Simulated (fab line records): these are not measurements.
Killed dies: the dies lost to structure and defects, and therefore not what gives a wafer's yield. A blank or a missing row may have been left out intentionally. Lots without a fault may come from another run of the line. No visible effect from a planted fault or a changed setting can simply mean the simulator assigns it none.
Problem report in the 8D (eight disciplines) form, filled by code :: flow ritCmos :: the parts of the form that need people (team, actions taken, sign-off) are left out

== 1. THE ISSUE ==
Across 6 wafers from 2 lots, M1_AL_RS at RIT_M1_RS_MEAS_01 averages 0.0561 ohm/sq, while fault-free wafers read 0.0729 ohm/sq with a standard deviation of 0.00083. Relative to the usual mean, that is a shift of -20 standard deviations.
The step: measures by four-point-probe.
Seen first at day 5 12:16 on filmMetro-02, wafer L386.2. Wafers with a number at this step in the record: 39, from 13 lots. By rule, "out" or "out of limits" means more than 4 standard deviations away from the usual mean. The other wafers with a number count as sound.

== 2. WHAT IT IS, WHAT IT ISN'T ==
question: which readings at this step
is: M1_AL_RS
is not: -

question: which lots
is: L386, L388
is not: L376, L377, L378, L379, L380, L381, L382, L393, L395, L397, L399

question: which wafers of those lots
is: all that have a number
is not: -

question: read on which gauges
is: filmMetro-02
is not: filmMetro-01, filmMetro-04

question: when
is: from day 5 12:16
is not: up to then (21 sound wafers); but 12 sound wafers of L393, L395, L397, L399 came after

== 3. SUSPECTS, AND WHAT RULES EACH OUT ==
Counting: a tool at a process step up to the reading stays a suspect if it ran every lot that is out and no sound lot after the first of them.
- the gauge at RIT_M1_RS_MEAS_01: ruled out. All the wafers that are out were read on filmMetro-02, but those of them that RIT_M1_METAL_ETCH_12 has rows for are out there too, on other tools.
- pvdSputter-04 at RIT_M1_SPUTTER_00 (material Al, target thk 400 nm, time 500 s): kept. All lots that are out passed through it, beginning with L386 at day 5 11:58, and no sound lot followed; its final sound lot before that point was L382 at day 4 12:44.
Remaining after the count: pvdSputter-04 at RIT_M1_SPUTTER_00.

== 4. THE CAUSE (what the simulator had put in) ==
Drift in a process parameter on pvdSputter-04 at RIT_M1_SPUTTER_00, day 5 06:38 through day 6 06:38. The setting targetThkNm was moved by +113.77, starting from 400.
After counting, this tool was the only one left.

== 5. THE CHAIN OF EFFECTS, in route order ==
One row per reading whose mean, taken over the struck wafers that have a number, lies over 3 standard deviations from the usual. Only readings whose record carries a usual standard deviation are examined. hours: median over the lots of the time between each lot's start at the first step of this table that gives one and its start at this step. sigmas: the change, counted in usual standard deviations.
hours: 0
step: RIT_M1_RS_MEAS_01
reading: M1_AL_RS
usual: 0.0729 ohm/sq
on struck wafers: 0.0561
change: -0.0168
sigmas: -20

hours: 0
step: RIT_M1_THK_MEAS_02
reading: M1_AL_THK
usual: 401 nm
on struck wafers: 521
change: +120
sigmas: +20

hours: 2
step: RIT_M1_METAL_ETCH_12
reading: oesProductAu
usual: 0.787 a.u.
on struck wafers: 0.917
change: +0.130
sigmas: +13
Here are the process steps it includes:
- RIT_M1_METAL_ETCH_12: etches Al in Cl2/BCl3, stops on SiO2, time 165 s, target depth 600 nm.

== 6. WHAT WOULD HAVE CAUGHT IT SOONER ==
The first out-of-limits reading at a measuring or inspecting step in this record came at day 5 12:16, 6 hours after the fault's start at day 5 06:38.
Of the tool readings at RIT_M1_SPUTTER_00 for which the record gives a usual standard deviation, none was out on any struck wafer, so an alarm limit of 4 standard deviations on them would not have fired.
L388, from the lots that are out (2), started RIT_M1_SPUTTER_00 on pvdSputter-04 later than day 5 12:16. Putting the tool on hold at that point would have spared it.
